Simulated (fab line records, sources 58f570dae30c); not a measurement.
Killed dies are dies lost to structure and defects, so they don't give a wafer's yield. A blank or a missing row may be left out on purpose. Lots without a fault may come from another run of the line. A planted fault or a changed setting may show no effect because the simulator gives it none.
Split-lot experiment | flow berkeley_cmos170 | 5 lots, 23 wafers read, on a route of 331 steps

THE SPLIT
At UCB170_NLDD_IMPLANT_09, the setting dose_cm2 was moved away from the recipe's 5e+13 on 5 of the 23 wafers read, by -2.0% to +3.9%. The other wafers ran this setting at the recipe's value.

FROM THE SPLIT TO THE READING: what the file shows between them, 10 steps
- UCB170_PSD_EXPOSE_03: exposes mask PSELECT MOD, target cd 1200 nm (also split here: dose_mj)
- UCB170_PSD_PEB_04
- UCB170_PSD_DEVELOP_05: develop time 45 s
- UCB170_PSD_CD_MEAS_06: target cd 1200 nm
- UCB170_NSD_EXPOSE_03: exposes mask NSELECT MOD, target cd 1200 nm (also split here: dose_mj)
- UCB170_NSD_PEB_04
- UCB170_NSD_DEVELOP_05: develop time 45 s
- UCB170_NSD_CD_MEAS_06: target cd 1200 nm
- UCB170_NSD_STRIP_09: strips in O2 (also split here: overash_fraction)
- UCB170_NSD_CLEAN_11: cleans in SPM, time 600 s

THE READING
NLDD_RS, in ohm/sq, at UCB170_SDANNEAL_RS_MEAS_05 (measures by four-point-probe). Fault-free wafers of this fab line usually give 616.5 ohm/sq, standard deviation 1.5 ohm/sq.

wafer  | tool, chamber at the split | dose_cm2 as run | against the recipe | NLDD_RS, ohm/sq | against lot-mates on the recipe
L075.1 | implanter-02, 0            | 5e+13           | recipe             | 617.4           | -
L075.2 | implanter-02, 0            | 5e+13           | recipe             | 618.1           | -
L075.4 | implanter-02, 0            | 5e+13           | recipe             | 618.6           | -
L075.5 | implanter-02, 0            | 5e+13           | recipe             | 617.4           | -
L075.6 | implanter-02, 0            | 5e+13           | recipe             | 616.6           | -
L077.1 | implanter-02, 0            | 5e+13           | recipe             | 615.6           | -
L077.2 | implanter-02, 0            | 5e+13           | recipe             | 615.0           | -
L077.3 | implanter-02, 0            | 5.194e+13       | +3.9%              | 607.1           | -7.6
L077.4 | implanter-02, 0            | 5.194e+13       | +3.9%              | 607.7           | -7.0
L077.6 | implanter-02, 0            | 5e+13           | recipe             | 613.4           | -
L080.1 | implanter-03, 0            | 4.902e+13       | -2.0%              | 619.3           | +3.8
L080.2 | implanter-03, 0            | 4.902e+13       | -2.0%              | 619.7           | +4.2
L080.4 | implanter-03, 0            | 5e+13           | recipe             | 614.8           | -
L080.5 | implanter-03, 0            | 4.902e+13       | -2.0%              | 619.1           | +3.6
L080.6 | implanter-03, 0            | 5e+13           | recipe             | 616.2           | -
L085.1 | implanter-02, 0            | 5e+13           | recipe             | 615.3           | -
L085.2 | implanter-02, 0            | 5e+13           | recipe             | 614.4           | -
L085.3 | implanter-02, 0            | 5e+13           | recipe             | 615.5           | -
L083.2 | implanter-03, 0            | 5e+13           | recipe             | 615.4           | -
L083.3 | implanter-03, 0            | 5e+13           | recipe             | 616.9           | -
L083.4 | implanter-03, 0            | 5e+13           | recipe             | 617.1           | -
L083.5 | implanter-03, 0            | 5e+13           | recipe             | 616.9           | -
L083.6 | implanter-03, 0            | 5e+13           | recipe             | 617.8           | -

THE FIT
A straight line over all 23 wafers: NLDD_RS changes by -2.08 ohm/sq for each +1% of dose_cm2; r = -0.91; the points scatter about the line by 1.3 ohm/sq.
The same after taking each lot's own level away (the mean of its wafers on the recipe; 23 wafers): -1.9 ohm/sq for each +1%; r = -0.97; scatter 0.69 ohm/sq.
On that fit, the largest move of dose_cm2 shifts the reading by 7.4 ohm/sq.
The lots' own levels span 614.67 to 617.62 ohm/sq, that is 2.0 times the standard deviation above.
So the lot-to-lot level changes the slope little: the two slopes agree.
Check: with one of the wafers moved furthest among these (+3.9%) left out of the fit, the line predicts -7.21 ohm/sq for it against its lot-mates. It came out at -7.57 ohm/sq against them.

OTHER SPLITS ON THESE WAFERS
These wafers also went through other splits before the reading. Each is held against what the fit with the lots' levels taken away leaves over:
other split on the same wafers       | wafers away from the commonest value | r with NLDD_RS (lot level and that fit taken away)
UCB170_PLDD_IMPLANT_08 tilt_deg      | 5                                    | +0.28
UCB170_PSD_EXPOSE_03 dose_mj         | 8                                    | -0.11
UCB170_NSD_EXPOSE_03 dose_mj         | 5                                    | +0.12
UCB170_NSD_STRIP_09 overash_fraction | 9                                    | -0.17

THE FILE'S OWN FIT
NLDD_RS changes by -1.89 ohm/sq for each +1% of dose_cm2, r = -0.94.
